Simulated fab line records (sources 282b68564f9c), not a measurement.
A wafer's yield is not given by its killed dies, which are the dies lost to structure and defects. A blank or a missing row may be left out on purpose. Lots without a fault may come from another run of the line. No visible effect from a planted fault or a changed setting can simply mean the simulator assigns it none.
Struck lot and sound lot, side by side || flow rit_cmos || 15 steps out of a route of 202
Sound: these wafers, L860.1, L860.3, L860.4. The struck wafers were L880.1, L880.2, L880.6. At the end, the cause is stated.
Each step with rows lists, per side, the tool, then ch with its chambers, then its first start. Under that, the readings that differ: sound wafers || struck wafers || difference of the means || sigmas: that difference in standard deviations of wafers without a fault.
alike: readings whose means differ by less than 2 such deviations, and words and numbers that are the same on both sides. not compared: withheld readings, readings that some wafer has no value for, bounds like >300 that may hide the same value, and numbers for which the record gives no deviation and whose values overlap.
A row with sigmas, a row that says differs or no value, or rows on one side alone: a step with any of these is where the two part. Numbers that have no deviation but don't overlap get no sigmas and don't part them. Lack of a reading on every wafer of one side parts them only where that side has two or more wafers.

first, 5 steps without rows for these wafers: RIT_M1_COAT_04 (resist thk 1300 nm); RIT_M1_SOFTBAKE_05 (time 60 s); RIT_M1_EXPOSE_06 (exposes mask M12, target cd 2600 nm); RIT_M1_PEB_07; RIT_M1_DEVELOP_08 (develop time 68 s).
RIT_M1_CD_MEAS_09: the cd target is 2600 nm.
  struck on cd_sem-02, day 7 17:11; sound on cd_sem-02, day 3 15:13
  alike: cd_nm
RIT_M1_OVL_MEAS_10:
  struck on overlay-02, day 7 17:18; sound on overlay-01, day 3 15:20
  alike: M1_OVL
then, 1 step without rows for these wafers: RIT_M1_HARDBAKE_11 (time 120 s).
RIT_M1_METAL_ETCH_12: etches Al in Cl2/BCl3, stops on SiO2, time 165 s, target depth 600 nm.
  sound on rie_metal-02 ch 0,1, day 3 15:37; struck on rie_metal-02 ch 0,1, day 7 17:35
  alike: drypump_motor_current_A, oes_product_au, throttle_valve_pct
  not compared: rf_hours_counter_h
then, 1 step without rows for these wafers: RIT_M1_STRIP_13 (strips in nmp, time 600 s).
RIT_M1_STRIP_14: strips in O2, time 180 s.
  sound on plasma_asher-04 ch 0,1, day 3 15:58; struck on plasma_asher-02 ch 0,1, day 7 17:56
  alike: drypump_motor_current_A
  not compared: rf_hours_counter_h
RIT_M1_CD_MEAS_90: the cd target is 2600 nm.
  struck on cd_sem-01, day 7 18:06; sound on cd_sem-02, day 3 16:08
  alike: cd_nm
RIT_M1_ANNEAL_15: time 1800 s.
  sound on furnace-02 ch 0, day 3 16:15; struck on furnace-02 ch 0, day 7 18:13
  alike: tube_center_temp_C
RIT_M1_BOW_MEAS_16:
  struck on film_metro-01, day 7 19:43; sound on film_metro-02, day 3 17:45
  alike: M1_BOW
RIT_M1_PROBE_99:
  struck on prober-01, day 7 19:50; sound on prober-01, day 3 17:52
{"reading": "model.etest.nmos_0p15.junction_log10_a_um", "sound": "-13.55 -13.43 -13.58", "struck": "-11.21 -11.42 -11.46", "difference": "+2.16", "sigmas": ""}
{"reading": "model.etest.nmos_narrow.off_log10_a_um", "sound": "-13.18 -13.25 -13.11", "struck": "-11.21 -11.42 -11.45", "difference": "+1.82", "sigmas": ""}
{"reading": "model.etest.gate_end_array.leak_log10_a_um", "sound": "-12.85 -12.97 -12.84", "struck": "-11.06 -11.15 -11.24", "difference": "+1.74", "sigmas": ""}
{"reading": "model.etest.nmos_0p3.off_log10_a_um", "sound": "-13.03 -13.12 -13.13", "struck": "-11.2 -11.42 -11.45", "difference": "+1.7", "sigmas": ""}
{"reading": "model.etest.pmos_0p15.junction_log10_a_um", "sound": "-13.85 -13.83 -13.88", "struck": "-12.2 -12.41 -12.45", "difference": "+1.5", "sigmas": ""}
{"reading": "model.etest.contact_diode_array.leak_log10_a (angstrom)", "sound": "-9.484 -9.424 -9.31", "struck": "-7.891 -8.09 -8.126", "difference": "+1.370", "sigmas": ""}
{"reading": "model.etest.pmos_0p3.off_log10_a_um", "sound": "-12.79 -12.82 -12.82", "struck": "-12.14 -12.34 -12.36", "difference": "+0.53", "sigmas": ""}
{"reading": "model.etest.pmos_narrow.off_log10_a_um", "sound": "-12.53 -12.51 -12.59", "struck": "-12.08 -12.29 -12.32", "difference": "+0.31", "sigmas": ""}
  alike: defect_limited_yield, killed_at_front_end, killed_dies, killed_open, killed_short, sort_bin_3_pad_short, sort_bin_5_function, sort_bin_6_memory, sort_n_pass, sort_yield_pct

== WHERE THEY PART ==
Nowhere in this record.

WHY: whatever the simulator had introduced
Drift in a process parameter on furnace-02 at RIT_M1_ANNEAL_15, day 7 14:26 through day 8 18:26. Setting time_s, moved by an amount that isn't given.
